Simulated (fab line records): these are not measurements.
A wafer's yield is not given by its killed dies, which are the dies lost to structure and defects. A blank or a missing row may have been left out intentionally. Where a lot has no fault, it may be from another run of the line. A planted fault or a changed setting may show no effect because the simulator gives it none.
fab line records	flow ritCmos
record: lots: 14	wafers: 42	lastDay: 7
route steps=202 shown SILICIDE@165 M1@202
lots with no fault: from the same line, run without faults
startH: start of the lot's first displayed wafer, in hours after the record's first day	waitH: hours from the lot's prior step to this one	" same as the row above	L1.1+2: a single row standing in for several wafers	- no value present, or no start provided	* or withheld: withheld	< > ~ a bound
route shown NAME@n: names a module that has steps shown in the file, with the first one's number in the route	usual: mean and standard deviation over wafers with no fault	same: alike in all rows	chamber/n: place in a boat	sites: per-site readings	_std_site: standard deviation across them	_edge_site: the outer-site mean with the inner-site mean subtracted	radiusMm: how far each site lies from the wafer's centre	mask NAME#n: copy n	behind: the last tool/chamber to shape the wafer	hold: the reason the lot was held/the length of the hold in hours/how it ended	device: whichever transistor did not switch (one of n, p or np)	end of line: tests of these same wafers at the route's end	a step with no rows: only its recipe	killed: dies that structure and defects cost at the first sort, which is not the same as the wafer's yield	map: the dies of a wafer, with x for killed, . for not killed, _ for no die there
set.NAME: the setting the step ran with; set.NAME@STEP: the setting that earlier step ran with	model.NAME: the simulator's own value behind a step, which no gauge read
the route's steps for a sample of lots (tables are steps, rows are wafers)
services: from which hour (startH, from the record's first day; less than 0 if before it) a tool's chamber was out of use, for how many hours, and why
== steps ==
step: RIT_SILICIDE_RTA_04
recipe: tempC: 650	timeS: 10	idleTempC: 25	rampUpS: 5	rampDownS: 5	coolToC: 25	ambient: N2
usual: wafer_temp_C_max: 652.5/0.87
lot.wafer	tool	chamber	startH	waitH	wafer_temp_C_max
L283.1	rtpAnneal-02	0	67.17	0.1	651.8
L283.3	"	0	"	"	651.8
L283.6	"	0	"	"	651.8
L284.2	rtpAnneal-01	0	68.62	0.1	654.2
L284.5	"	0	"	"	653.3
L284.6	"	0	"	"	652.9
L285.4	rtpAnneal-02	0	73.05	0.1	652.0
L285.5	"	0	"	"	652.1
L285.6	"	0	"	"	652.6
L286.1	rtpAnneal-01	0	74.52	0.1	653.8
L286.5	"	0	"	"	653.2
L286.6	"	0	"	"	652.8
L287.1	rtpAnneal-02	0	76.96	0.1	652.7
L287.3	"	0	"	"	652.7
L287.6	"	0	"	"	652.0
L288.1	rtpAnneal-01	0	85.10	0.1	653.5
L288.3	"	0	"	"	653.4
L288.5	"	0	"	"	654.7
L290.1	rtpAnneal-01	0	93.15	0.1	645.9
L290.4	"	0	"	"	646.2
L290.6	"	0	"	"	646.5
L292.2	rtpAnneal-01	0	105.56	0.1	645.9
L292.4	"	0	"	"	645.4
L292.6	"	0	"	"	646.6
L297.2	rtpAnneal-02	0	131.32	0.1	651.6
L297.5	"	0	"	"	651.6
L297.6	"	0	"	"	652.4
L299.2	rtpAnneal-02	0	138.45	0.1	651.7
L299.4	"	0	"	"	651.5
L299.6	"	0	"	"	651.7
L301.1	rtpAnneal-02	0	148.16	0.1	651.6
L301.2	"	0	"	"	651.1
L301.4	"	0	"	"	651.7
L303.2	rtpAnneal-02	0	157.63	0.1	651.9
L303.3	"	0	"	"	653.2
L303.4	"	0	"	"	651.5
L304.2	rtpAnneal-01	0	166.67	0.1	653.3
L304.5	"	0	"	"	654.0
L304.6	"	0	"	"	652.5
L305.1	rtpAnneal-02	0	172.16	0.1	652.3
L305.4	"	0	"	"	652.0
L305.6	"	0	"	"	652.3
step: RIT_M1_PROBE_99
usual: killed_at_M0_to_M3: 0.0/0.083	killedAtContacts: 0.1/0.27	killedAtFrontEnd: 7/3.3	killedDies: 7/3.3	killedOpen: 3.5/2	killedShort: 3.8/2.2
same: grossDies: 264	killed_at_M4_up: 0	killedAtBackSide: 0	killedAtOther: 0
lot.wafer	tool	chamber	startH	waitH	killed_at_M0_to_M3	killedAtContacts	killedAtFrontEnd	killedDies	killedOpen	killedShort
L290.1	prober-02	-	99.92	0.1	0	0	4	4	3	1
L290.4	prober-02	-	100.07	0.2	0	0	17	17	11	6
L290.6	prober-02	-	100.17	0.2	0	0	10	10	5	5
L297.2	prober-01	-	138.13	0.1	0	0	9	9	5	4
L297.5	prober-01	-	138.28	0.2	0	0	16	16	8	8
L297.6	prober-01	-	138.33	0.2	0	1	11	12	6	6
L303.2	prober-01	-	164.22	0.1	0	1	6	7	2	5
L303.3	prober-01	-	164.27	0.2	0	0	7	7	6	1
L303.4	prober-01	-	164.32	0.2	0	0	5	5	2	3
killed by level:class
L290.1 SILICIDE:geometricParticle:open=3 GATE:geometricParticle:short=1
L290.4 GATE:geometricParticle:short=4 GATE:geometricParticle:open=3 SILICIDE:geometricParticle:open=3 FOX1:geometricParticle:open=2 SPACER:geometricParticle:open=2 FOX1:geometricParticle:short=1 REOX:geometricParticle:open=1 SILICIDE:geometricParticle:short=1
L290.6 GATE:geometricParticle:short=2 SPACER:geometricParticle:open=2 SILICIDE:geometricParticle:short=2 FOX1:geometricParticle:open=1 GATE:geometricParticle:open=1 SPACER:geometricParticle:short=1 SILICIDE:geometricParticle:open=1
L297.2 GATE:geometricParticle:short=3 GATE:geometricParticle:open=2 SILICIDE:geometricParticle:open=2 FOX1:geometricParticle:short=1 FOX1:geometricParticle:open=1
L297.5 SPACER:geometricParticle:open=4 GATE:geometricParticle:short=3 FOX1:geometricParticle:short=2 FOX1:geometricParticle:open=1 FOX2:geometricParticle:short=1 GATE:geometricParticle:open=1 REOX:geometricParticle:open=1 SPACER:geometricParticle:short=1
L297.6 FOX1:geometricParticle:short=4 FOX1:geometricParticle:open=2 SPACER:geometricParticle:open=2 GATE:geometricParticle:short=1 GATE:geometricParticle:open=1 REOX:geometricParticle:short=1 CONTACT:geometricParticle:open=1
L303.2 REOX:geometricParticle:short=2 ACTIVE:geometricParticle:short=1 FOX1:geometricParticle:short=1 FOX1:geometricParticle:open=1 SILICIDE:geometricParticle:short=1 CONTACT:geometricParticle:open=1
L303.3 SILICIDE:geometricParticle:open=2 ACTIVE:geometricParticle:open=1 FOX1:geometricParticle:short=1 FOX1:geometricParticle:open=1 FOX2:geometricParticle:open=1 GATE:geometricParticle:open=1
L303.4 FOX1:geometricParticle:short=2 SILICIDE:geometricParticle:open=2 GATE:geometricParticle:short=1
== services ==
tool	chamber	startH	hours	kind
rtpAnneal-02	-	44.45	3.1	pm
rtpAnneal-01	-	62.40	5.4	pm
== key ==
firstSign: step: RIT_SILICIDE_RTA_04	reading: wafer_temp_C_max	direction: down	sigmas: 7.4	usual: *	struck: *
effect none on later readings
metAt RIT_SILICIDE_RTA_04
struckLots L290,L292
testerLeftOut L290,L292
onsetBetween 85.10 93.15
fault: kind: processParameterDrift	tool: rtpAnneal-01	chamber: -	onsetH: 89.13	steps: RIT_SILICIDE_RTA_04	channel: tempC	offset: *	shape: step	endH: 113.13	actsIn: *	stated: *
testerLeftOut: of these lots the tester's yield and bins aren't shown, on N5 and GAA mostly nor the transistor test; their killed dies are dies lost to structure and defects alone, not to doping, threshold or leakage, so they don't give the yield
